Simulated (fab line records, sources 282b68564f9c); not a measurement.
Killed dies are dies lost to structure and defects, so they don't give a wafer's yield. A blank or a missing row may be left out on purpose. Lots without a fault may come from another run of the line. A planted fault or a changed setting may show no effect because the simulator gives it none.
fab line records | flow rit_cmos
record lots=6 wafers=18 last_day=8
route steps=202 shown SPACER@127 NSD@131 PSD@143 SDANNEAL@153 PLDD@159 M1@202
lots that met no fault: from a run of the same line without faults
start_h: hours from the record's first day to the start of the lot's first wafer shown | wait_h: hours since the lot's step before | " the same as in the row above | L1.1+2: a row that stands for several wafers | - no value, or no start given | * or withheld: withheld | < > ~ a bound
route shown NAME@n: a module of which the file shows steps, and the number in the route of the first | usual: mean/standard deviation of fault-free wafers | same: alike in all rows | chamber/n: place in a boat | sites: the reading at each site | _std_site: their standard deviation | _edge_site: outer sites' mean less inner sites' | radius_mm: how far each site lies from the wafer's centre | mask NAME#n: copy n | behind: the tool/chamber that last shaped the wafer | hold: why the lot was held/for how many hours/how that ended | device: the transistor (n, p or np) that didn't switch | end of line: the same wafers' tests at the end of the route | a step without rows: its recipe alone | killed: dies lost to structure and defects at the first sort, not the wafer's yield | map: a wafer's dies, x killed, . not, _ none there
set.NAME: the setting as run; set.NAME@STEP: as run at that earlier step | model.NAME: the simulator's own value behind a step, which no gauge read
lots at some steps of the route; a table a step, a row a wafer
services: from which hour (start_h, from the record's first day; less than 0 if before it) a tool's chamber was out of use, for how many hours, and why
## steps
# step RIT_SPACER_CLEAN_02
# recipe chemistry=SC2 mix=3:3:50 time_s=600 temp_c=75 dry=n2_spin
# step RIT_SPACER_CVD_03
# recipe material=Si3N4 target_thk_nm=250 temp_c=810 precursor=SiH2Cl2/NH3 time_s=3300 pressure_mtorr=300 sih2cl2_flow_sccm=60 nh3_flow_sccm=150
# step RIT_SPACER_THK_MEAS_04
# recipe reads=Si3N4_of_SPACER_CVD_03
# usual SPACER_NITRIDE_THK=250.0/2.8
# columns lot.wafer tool chamber start_h wait_h SPACER_NITRIDE_THK[nm]
L757.1 film_metro-02 - 57.86 0.0 252.0
L757.2 " - " " 248.7
L757.5 " - " " 251.5
L758.2 film_metro-01 - 60.46 0.0 250.8
L758.4 " - " " 251.3
L758.5 " - " " 250.3
L768.4 film_metro-04 - 117.66 0.0 249.6
L768.5 " - " " 251.1
L768.6 " - " " 249.3
L769.3 film_metro-01 - 124.95 0.0 247.3
L769.4 " - " " 246.1
L769.5 " - " " 242.5
L777.1 film_metro-02 - 172.86 0.0 243.6
L777.2 " - " " 243.8
L777.6 " - " " 242.3
L778.4 film_metro-02 - 182.71 0.0 248.3
L778.5 " - " " 249.0
L778.6 " - " " 245.4
# step RIT_SPACER_ETCHBACK_05
# recipe target_depth_a=2500 SF6_flow_sccm=30 CHF3_flow_sccm=30 target=Si3N4 chemistry=SF6/CHF3 pressure_mtorr=40 rf_w=250 time_s=240 stop_on=SiO2
# usual drypump_motor_current_A=5.9/0.45 oes_product_au=0.845/0.018 rf_fwd_power_W=249.2/0.81 throttle_valve_pct=10.26/0.15
# columns lot.wafer tool chamber start_h wait_h drypump_motor_current_A oes_product_au rf_fwd_power_W rf_hours_counter_h throttle_valve_pct
L757.1 rie_diel-03 0 57.92 0.1 5.5 0.835 249.4 86 9.98
L757.2 " 1 " " 5.8 0.854 251.1 98 10.39
L757.5 " 2 " " 5.6 0.845 249.5 - 10.18
L758.2 rie_diel-04 2 60.51 0.0 5.5 0.874 246.7 5 10.49
L758.4 " 1 " " 5.7 0.823 248.9 159 10.21
L758.5 " 0 " " 6.2 0.844 250.4 - 10.38
L768.4 rie_diel-03 0 117.69 0.0 5.5 0.837 248.4 87 9.98
L768.5 " 3 " " 5.5 0.862 249.8 - 10.12
L768.6 " 2 " " 5.6 0.847 249.2 - 10.16
L769.3 rie_diel-04 3 124.99 0.0 6.8 0.831 250.0 7 10.22
L769.4 " 0 " " 6.2 0.830 248.7 - 10.35
L769.5 " 2 " " 5.5 0.859 248.4 - 10.48
L777.1 rie_diel-02 3 172.92 0.1 5.5 0.804 249.1 83 10.18
L777.2 " 2 " " 6.4 0.822 248.7 88 10.29
L777.6 " 0 " " 5.8 0.828 249.8 - 10.49
L778.4 rie_diel-04 3 182.74 0.0 6.8 0.829 249.2 8 10.21
L778.5 " 3 " " 6.8 0.828 250.1 - 10.22
L778.6 " 0 " " 6.2 0.828 248.9 - 10.36
# step RIT_NSD_HMDS_00
# recipe prime_time_s=60 prime_temp_c=140
# step RIT_NSD_COAT_01
# recipe resist=NOVOLAK spin_rpm=3250 resist_thk_nm=1000
# step RIT_NSD_SOFTBAKE_02
# recipe resist=NOVOLAK temp_c=90 time_s=60
# step RIT_NSD_EXPOSE_03
# recipe mask_id=M9 na=0.57 target_cd_nm=40700 dose_mj=250
# step RIT_NSD_PEB_04
# recipe resist=NOVOLAK temp_c=withheld time_s=withheld
# step RIT_NSD_DEVELOP_05
# recipe resist=NOVOLAK develop_time_s=50 dev_temp_c=23
# step RIT_NSD_OVL_MEAS_06
# usual NSD_OVL=0.5/1.4
# columns lot.wafer tool chamber start_h wait_h NSD_OVL[nm]
L757.1 overlay-01 - 59.05 - 2.5
L757.2 " - " " -0.2
L757.5 " - " " 1.0
L758.2 overlay-01 - 61.64 - 2.6
L758.4 " - " " 2.9
L758.5 " - " " 2.1
L768.4 overlay-02 - 118.83 - 0.7
L768.5 " - " " 1.5
L768.6 " - " " 1.2
L769.3 overlay-01 - 126.12 - -0.3
L769.4 " - " " 0.5
L769.5 " - " " 1.3
L777.1 overlay-02 - 174.19 - 1.2
L777.2 " - " " -0.1
L777.6 " - " " 1.5
L778.4 overlay-01 - 184.00 - -0.3
L778.5 " - " " -0.6
L778.6 " - " " 1.4
# step RIT_NSD_HARDBAKE_07
# recipe resist=NOVOLAK temp_c=140 time_s=60
# step RIT_NSD_IMPLANT_08
# recipe species=P energy_kev=25 dose_cm2=1e+15 tilt_deg=7
# usual beam_energy_keV=25.001/0.0081
# columns lot.wafer tool chamber start_h wait_h beam_energy_keV model.implant.rp_nm model.implant.drp_nm
L757.1 implanter-04 0 59.23 0.1 25.013 32.79 14.84
L757.2 " 0 " " 25.015 32.79 14.84
L757.5 " 0 " " 25.020 32.79 14.84
L758.2 implanter-02 0 61.84 0.1 24.994 31.72 14.84
L758.4 " 0 " " 24.995 31.72 14.84
L758.5 " 0 " " 24.997 31.72 14.84
L768.4 implanter-01 0 119.08 0.1 25.001 32.9 14.84
L768.5 " 0 " " 25.014 32.9 14.84
L768.6 " 0 " " 24.998 32.9 14.84
L769.3 implanter-04 0 126.35 0.1 25.017 32.18 14.84
L769.4 " 0 " " 25.003 32.18 14.84
L769.5 " 0 " " 25.016 32.18 14.84
L777.1 implanter-02 0 174.41 0.1 20.494 28.27 13.16
L777.2 " 0 " " 20.501 28.27 13.16
L777.6 " 0 " " 20.508 28.27 13.16
L778.4 implanter-02 0 184.25 0.1 20.490 28.71 13.16
L778.5 " 0 " " 20.501 28.71 13.16
L778.6 " 0 " " 20.506 28.71 13.16
# step RIT_NSD_STRIP_09
# recipe chemistry=O2 time_s=180 resist=NOVOLAK platen_temp_c=withheld power_w=500 pressure_mtorr=4000 o2_flow_sccm=4000
# usual drypump_motor_current_A=5.61/0.2
# columns lot.wafer tool chamber start_h wait_h drypump_motor_current_A rf_hours_counter_h
L757.1 plasma_asher-04 0 59.38 0.1 5.78 42
L757.2 " 1 " " 5.39 42
L757.5 " 0 " " 5.79 -
L758.2 plasma_asher-04 1 61.97 0.1 5.40 43
L758.4 " 0 " " 5.78 -
L758.5 " 0 " " 5.76 -
L768.4 plasma_asher-04 1 119.21 0.1 5.40 -
L768.5 " 0 " " 5.76 -
L768.6 " 1 " " 5.40 -
L769.3 plasma_asher-04 1 126.50 0.1 5.40 -
L769.4 " 0 " " 5.78 -
L769.5 " 0 " " 5.79 -
L777.1 plasma_asher-04 1 174.56 0.1 5.40 54
L777.2 " 0 " " 5.77 54
L777.6 " 0 " " 5.76 -
L778.4 plasma_asher-01 0 184.38 0.1 5.38 -
L778.5 " 1 " " 5.83 -
L778.6 " 0 " " 5.41 -
# step RIT_NSD_TW_MEAS_10
# usual NSD_TW=3147/35
# columns lot.wafer tool chamber start_h wait_h hold NSD_TW
L757.1 film_metro-02 - 59.56 0.1 - 3120
L757.2 " - " " - 3130
L757.5 " - " " - 3130
L758.2 film_metro-02 - 62.15 0.1 - 3135
L758.4 " - " " - 3133
L758.5 " - " " - 3128
L768.4 film_metro-03 - 119.36 0.1 - 3211
L768.5 " - " " - 3223
L768.6 " - " " - 3232
L769.3 film_metro-01 - 126.64 0.1 - 3136
L769.4 " - " " - 3155
L769.5 " - " " - 3122
L777.1 film_metro-01 - 174.73 0.1 await_dispo/0.2h/release 2966
L777.2 " - " " await_dispo/0.2h/release 2958
L777.6 " - " " await_dispo/0.2h/release 2962
L777.1 film_metro-01 - 174.96 0.2 - 2941
L777.2 " - " " - 2965
L777.6 " - " " - 2961
L778.4 film_metro-01 - 184.53 0.1 await_dispo/0.2h/release 2962
L778.5 " - " " await_dispo/0.2h/release 2970
L778.6 " - " " await_dispo/0.2h/release 2962
L778.4 film_metro-01 - 184.75 0.2 - 2950
L778.5 " - " " - 2964
L778.6 " - " " - 2958
# step RIT_PSD_COAT_01
# recipe resist=NOVOLAK spin_rpm=3250 resist_thk_nm=1000
# step RIT_PSD_SOFTBAKE_02
# recipe resist=NOVOLAK temp_c=90 time_s=60
# step RIT_PSD_EXPOSE_03
# recipe mask_id=M10 na=0.57 target_cd_nm=40900 dose_mj=250
# step RIT_PSD_PEB_04
# recipe resist=NOVOLAK temp_c=withheld time_s=withheld
# step RIT_PSD_DEVELOP_05
# recipe resist=NOVOLAK develop_time_s=50 dev_temp_c=23
# step RIT_PSD_OVL_MEAS_06
# usual PSD_OVL=-0.5/1.4
# columns lot.wafer tool chamber start_h wait_h PSD_OVL[nm]
L757.1 overlay-02 - 60.47 - -2.4
L757.2 " - " " -3.0
L757.5 " - " " -1.6
L758.2 overlay-01 - 63.06 - -3.1
L758.4 " - " " -2.1
L758.5 " - " " -1.1
L768.4 overlay-02 - 120.25 - 0.1
L768.5 " - " " -2.6
L768.6 " - " " 1.6
L769.3 overlay-02 - 127.67 - -2.0
L769.4 " - " " -1.2
L769.5 " - " " -1.6
L777.1 overlay-01 - 178.04 - -0.3
L777.2 " - " " 1.5
L777.6 " - " " 0.4
L778.4 overlay-01 - 188.00 - -1.2
L778.5 " - " " -1.4
L778.6 " - " " -1.4
# step RIT_PSD_HARDBAKE_07
# recipe resist=NOVOLAK temp_c=140 time_s=60
# step RIT_PSD_IMPLANT_08
# recipe species=BF2 energy_kev=27 dose_cm2=5e+15 tilt_deg=7
# step RIT_PSD_STRIP_09
# recipe chemistry=O2 time_s=180 resist=NOVOLAK platen_temp_c=withheld power_w=500 pressure_mtorr=4000 o2_flow_sccm=4000
# usual drypump_motor_current_A=5.8/0.42
# columns lot.wafer tool chamber start_h wait_h drypump_motor_current_A rf_hours_counter_h
L757.1 plasma_asher-01 1 60.80 0.1 5.8 25
L757.2 " 0 " " 5.4 25
L757.5 " 1 " " 5.8 -
L758.2 plasma_asher-01 1 63.39 0.1 5.8 26
L758.4 " 1 " " 5.8 -
L758.5 " 0 " " 5.4 -
L768.4 plasma_asher-01 0 120.63 0.1 5.4 -
L768.5 " 1 " " 5.9 -
L768.6 " 0 " " 5.4 -
L769.3 plasma_asher-04 1 128.05 0.1 5.4 -
L769.4 " 0 " " 5.8 -
L769.5 " 0 " " 5.8 -
L777.1 plasma_asher-03 1 178.65 0.3 6.8 53
L777.2 " 0 " " 6.0 53
L777.6 " 0 " " 6.0 -
L778.4 plasma_asher-01 0 188.38 0.1 5.4 -
L778.5 " 0 " " 5.4 -
L778.6 " 1 " " 5.9 -
# step RIT_PSD_TW_MEAS_10
# usual PSD_TW=3453/36
# columns lot.wafer tool chamber start_h wait_h PSD_TW
L757.1 film_metro-01 - 60.98 0.1 3428
L757.2 " - " " 3428
L757.5 " - " " 3438
L758.2 film_metro-03 - 63.57 0.1 3521
L758.4 " - " " 3517
L758.5 " - " " 3512
L768.4 film_metro-02 - 120.78 0.1 3443
L768.5 " - " " 3419
L768.6 " - " " 3457
L769.3 film_metro-02 - 128.19 0.1 3426
L769.4 " - " " 3425
L769.5 " - " " 3437
L777.1 film_metro-03 - 178.82 0.1 3506
L777.2 " - " " 3509
L777.6 " - " " 3520
L778.4 film_metro-03 - 188.53 0.1 3507
L778.5 " - " " 3508
L778.6 " - " " 3518
# step RIT_SDANNEAL_CLEAN_00
# recipe chemistry=SC1 mix=3:3:50 time_s=600 temp_c=75
# step RIT_SDANNEAL_CLEAN_01
# recipe chemistry=dHF dilution=50:1 time_s=30
# step RIT_SDANNEAL_CLEAN_02
# recipe chemistry=SC2 mix=3:3:50 time_s=600 temp_c=75 dry=n2_spin
# step RIT_SDANNEAL_RTA_03
# recipe temp_c=1050 time_s=5 idle_temp_c=600 ramp_up_c_per_s=342 ramp_down_c_per_s=171 cool_to_c=600 ambient=N2
# usual ramp_down_c_per_s=171.00/0.033 wafer_temp_C_max=1053.5/1.2
# columns lot.wafer tool chamber start_h wait_h ramp_down_c_per_s wafer_temp_C_max
L757.1 rtp_anneal-01 0 61.40 0.0 171.04 1055.2
L757.2 " 0 " " 171.01 1054.1
L757.5 " 0 " " 170.95 1054.9
L758.2 rtp_anneal-02 0 64.00 0.0 171.00 1052.3
L758.4 " 0 " " 170.95 1054.0
L758.5 " 0 " " 170.97 1055.8
L768.4 rtp_anneal-02 0 121.20 0.0 170.92 1053.4
L768.5 " 0 " " 171.03 1052.1
L768.6 " 0 " " 171.00 1052.9
L769.3 rtp_anneal-01 0 128.62 0.0 171.04 1057.2
L769.4 " 0 " " 171.00 1053.4
L769.5 " 0 " " 170.95 1054.4
L777.1 rtp_anneal-01 0 179.40 0.0 170.99 1053.9
L777.2 " 0 " " 171.02 1052.1
L777.6 " 0 " " 171.00 1051.3
L778.4 rtp_anneal-01 0 189.14 0.0 170.97 1053.8
L778.5 " 0 " " 170.96 1053.4
L778.6 " 0 " " 170.98 1054.7
# step RIT_SDANNEAL_RS_MEAS_04
# recipe thk_meas_gauge=four-point-probe
# usual PSD_RS=115.76/0.29
# columns lot.wafer tool chamber start_h wait_h PSD_RS[ohm/sq]
L757.1 film_metro-03 - 61.46 0.0 115.93
L757.2 " - " " 115.71
L757.5 " - " " 115.83
L758.2 film_metro-03 - 64.07 0.1 116.00
L758.4 " - " " 115.91
L758.5 " - " " 116.01
L768.4 film_metro-03 - 121.29 0.1 116.04
L768.5 " - " " 115.90
L768.6 " - " " 115.77
L769.3 film_metro-03 - 128.69 0.1 116.15
L769.4 " - " " 115.83
L769.5 " - " " 116.14
L777.1 film_metro-03 - 179.46 0.0 115.91
L777.2 " - " " 115.94
L777.6 " - " " 115.92
L778.4 film_metro-02 - 189.29 0.1 115.91
L778.5 " - " " 115.86
L778.6 " - " " 116.10
# step RIT_SDANNEAL_RS_MEAS_05
# recipe thk_meas_gauge=four-point-probe
# usual NSD_RS=84.54/0.28
# columns lot.wafer tool chamber start_h wait_h hold NSD_RS[ohm/sq]
L757.1 film_metro-03 - 61.58 0.1 - 84.81
L757.2 " - " " - 84.81
L757.5 " - " " - 84.63
L758.2 film_metro-03 - 64.19 0.1 - 84.81
L758.4 " - " " - 84.50
L758.5 " - " " - 84.52
L768.4 film_metro-03 - 121.41 0.1 - 84.54
L768.5 " - " " - 84.07
L768.6 " - " " - 84.40
L769.3 film_metro-03 - 128.81 0.1 - 84.67
L769.4 " - " " - 84.66
L769.5 " - " " - 84.56
L777.1 film_metro-03 - 179.58 0.1 await_dispo/0.2h/release 86.34
L777.2 " - " " await_dispo/0.2h/release 86.61
L777.6 " - " " await_dispo/0.2h/release 86.29
L777.1 film_metro-03 - 179.99 0.4 - 86.40
L777.2 " - " " - 86.61
L777.6 " - " " - 86.36
L778.4 film_metro-02 - 189.53 0.2 await_dispo/0.2h/release 86.48
L778.5 " - " " await_dispo/0.2h/release 86.71
L778.6 " - " " await_dispo/0.2h/release 86.42
L778.4 film_metro-02 - 189.93 0.4 - 86.57
L778.5 " - " " - 86.82
L778.6 " - " " - 86.80
# step RIT_SDANNEAL_RS_MEAS_06
# recipe thk_meas_gauge=four-point-probe
# usual PLDD_RS=178.4/0.45
# columns lot.wafer tool chamber start_h wait_h hold PLDD_RS[ohm/sq]
L757.1 film_metro-03 - 61.70 0.1 - 178.5
L757.2 " - " " - 178.5
L757.5 " - " " - 178.2
L758.2 film_metro-03 - 64.31 0.1 - 178.7
L758.4 " - " " - 178.4
L758.5 " - " " - 178.6
L768.4 film_metro-03 - 121.53 0.1 - 178.4
L768.5 " - " " - 178.8
L768.6 " - " " - 178.3
L769.3 film_metro-03 - 128.93 0.1 - 178.9
L769.4 " - " " - 178.1
L769.5 " - " " - 179.4
L777.1 film_metro-03 - 188.95 8.9 await_dispo/8.8h/release 178.4
L777.2 " - " " await_dispo/8.8h/release 178.9
L777.6 " - " " await_dispo/8.8h/release 178.4
L778.4 film_metro-02 - 193.23 3.3 await_dispo/3.1h/release 178.5
L778.5 " - " " await_dispo/3.1h/release 178.4
L778.6 " - " " await_dispo/3.1h/release 178.8
# step RIT_M1_PROBE_99
# usual killed_at_M0_to_M3=0.0/0.14 killed_at_front_end=7/3.1 killed_dies=7/3.1 killed_open=3.8/2.3 killed_short=3.2/1.9
# same gross_dies=264 killed_at_M4_up=0 killed_at_back_side=0 killed_at_contacts=0 killed_at_other=0
# columns lot.wafer tool chamber start_h wait_h killed_at_M0_to_M3 killed_at_front_end killed_dies killed_open killed_short
L758.2 prober-01 - 71.57 0.1 0 8 8 4 4
L758.4 prober-01 - 71.67 0.2 1 10 11 5 6
L758.5 prober-01 - 71.72 0.2 0 6 6 1 5
L768.4 prober-01 - 128.63 0.2 0 6 6 5 1
L768.5 prober-01 - 128.68 0.2 0 13 13 6 6
L768.6 prober-01 - 128.73 0.2 0 7 7 3 3
L769.3 prober-02 - 136.00 0.2 0 3 3 1 1
L769.4 prober-02 - 136.05 0.2 0 5 5 3 1
L769.5 prober-02 - 136.10 0.2 0 5 5 2 1
L777.1 prober-01 - 195.96 0.1 0 3 3 1 2
L777.2 prober-01 - 196.01 0.1 0 7 7 4 3
L777.6 prober-01 - 196.21 0.2 0 7 7 4 3
L778.4 prober-01 - 200.55 0.2 1 8 9 3 6
L778.5 prober-01 - 200.60 0.2 0 12 12 6 6
L778.6 prober-01 - 200.65 0.2 0 3 3 2 1
# killed by level:class
L758.2 GATE:geometric_particle:short=4 GATE:geometric_particle:open=2 FOX1:geometric_particle:open=1 SILICIDE:geometric_particle:open=1
L758.4 FOX1:geometric_particle:short=3 GATE:geometric_particle:open=2 FOX1:geometric_particle:open=1 FOX2:geometric_particle:open=1 GATE:geometric_particle:short=1 SPACER:geometric_particle:short=1 SILICIDE:geometric_particle:open=1 M1:geometric_particle:short=1
L758.5 REOX:geometric_particle:short=2 FOX2:geometric_particle:short=1 GATE:geometric_particle:short=1 REOX:geometric_particle:open=1 SPACER:geometric_particle:short=1
L768.4 FOX1:geometric_particle:open=1 FOX2:geometric_particle:open=1 GATE:geometric_particle:open=1 GATE:geometric_particle:short=1 REOX:geometric_particle:open=1 SILICIDE:geometric_particle:open=1
L768.5 REOX:geometric_particle:open=3 SPACER:geometric_particle:short=2 SILICIDE:geometric_particle:short=2 FOX2:geometric_particle:open=1 GATE:geometric_particle:open=1 GATE:geometric_particle:short=1 REOX:geometric_particle:short=1 SPACER:geometric_particle:open=1
L768.6 FOX1:geometric_particle:open=1 FOX1:geometric_particle:short=1 FOX2:geometric_particle:short=1 GATE:geometric_particle:short=1 REOX:geometric_particle:open=1 SILICIDE:geometric_particle:open=1 NRETRO:coat_microbubble_printed=1
L769.3 FOX2:geometric_particle:short=1 SILICIDE:geometric_particle:open=1 PRETRO:coat_microbubble_printed=1
L769.4 SPACER:geometric_particle:open=2 GATE:geometric_particle:short=1 REOX:geometric_particle:open=1 PRETRO:coat_microbubble_printed=1
L769.5 PRETRO:coat_microbubble_printed=2 FOX1:geometric_particle:short=1 GATE:geometric_particle:open=1 REOX:geometric_particle:open=1
L777.1 FOX1:geometric_particle:short=1 GATE:geometric_particle:open=1 GATE:geometric_particle:short=1
L777.2 FOX2:geometric_particle:open=2 FOX2:geometric_particle:short=1 GATE:geometric_particle:short=1 GATE:geometric_particle:open=1 REOX:geometric_particle:short=1 SILICIDE:geometric_particle:open=1
L777.6 GATE:geometric_particle:open=2 SPACER:geometric_particle:short=2 GATE:geometric_particle:short=1 REOX:geometric_particle:open=1 SILICIDE:geometric_particle:open=1
L778.4 GATE:geometric_particle:short=2 FOX1:geometric_particle:open=1 FOX1:geometric_particle:short=1 GATE:geometric_particle:open=1 REOX:geometric_particle:short=1 SPACER:geometric_particle:short=1 SPACER:geometric_particle:open=1 M1:geometric_particle:short=1
L778.5 GATE:geometric_particle:short=5 REOX:geometric_particle:open=2 SPACER:geometric_particle:open=2 FOX2:geometric_particle:short=1 GATE:geometric_particle:open=1 SILICIDE:geometric_particle:open=1
L778.6 GATE:geometric_particle:open=2 SPACER:geometric_particle:short=1
## services
# columns tool chamber start_h hours kind
rie_diel-02 - 37.50 0.2 repair
implanter-01 - 48.89 1.2 repair
implanter-02 - 66.75 1.5 repair
rie_diel-03 2 97.27 7.3 repair
implanter-01 - 99.99 3.6 pm
rie_diel-04 1 107.48 - clean
rie_diel-04 1 107.48 25.6 scheduled_down
rie_diel-04 1 107.48 25.6 vent_cycle
implanter-02 - 111.70 21.1 pm
implanter-01 - 123.96 0.8 repair
implanter-01 - 129.69 35.5 repair
implanter-02 - 132.78 2.1 pm
implanter-04 - 135.05 1.9 repair
rie_diel-04 2 144.64 3.8 repair
rie_diel-04 - 148.14 0.9 repair
rie_diel-04 3 157.77 2.6 repair
rtp_anneal-01 - 163.65 5.1 pm
rie_diel-03 2 168.89 3.0 repair
plasma_asher-01 - 169.32 2.1 repair
implanter-01 - 169.72 0.7 repair
## key
first_sign step=RIT_NSD_IMPLANT_08 reading=beam_energy_keV direction=down sigmas=99+ usual=25.001 struck=20.500
effect step=RIT_NSD_TW_MEAS_10 reading=visit direction=added
effect step=RIT_NSD_TW_MEAS_10 reading=NSD_TW direction=down sigmas=5.2 usual=3147 struck=2963
effect step=RIT_SDANNEAL_RS_MEAS_05 reading=visit direction=added
effect step=RIT_SDANNEAL_RS_MEAS_05 reading=NSD_RS direction=up sigmas=6.8 usual=84.54 struck=86.48
model_effect step=RIT_NSD_IMPLANT_08 value=implant.rp_nm without=32.58 struck=28.49
met_at RIT_NSD_IMPLANT_08
struck_wafers L777.1,L777.2,L777.6,L778.4,L778.5,L778.6
tester_left_out L777,L778
onset_between 61.84 174.41
fault kind=process_parameter_drift tool=implanter-02 chamber=- onset_h=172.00 steps=RIT_NSD_IMPLANT_08 channel=energy_kev offset=-4.5 shape=step end_h=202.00 acts_in=these_recipes_only stated=25
# tester_left_out: of these lots the tester's yield and bins aren't shown, on N5 and GAA mostly nor the transistor test; their killed dies are dies lost to structure and defects alone, not to doping, threshold or leakage, so they don't give the yield
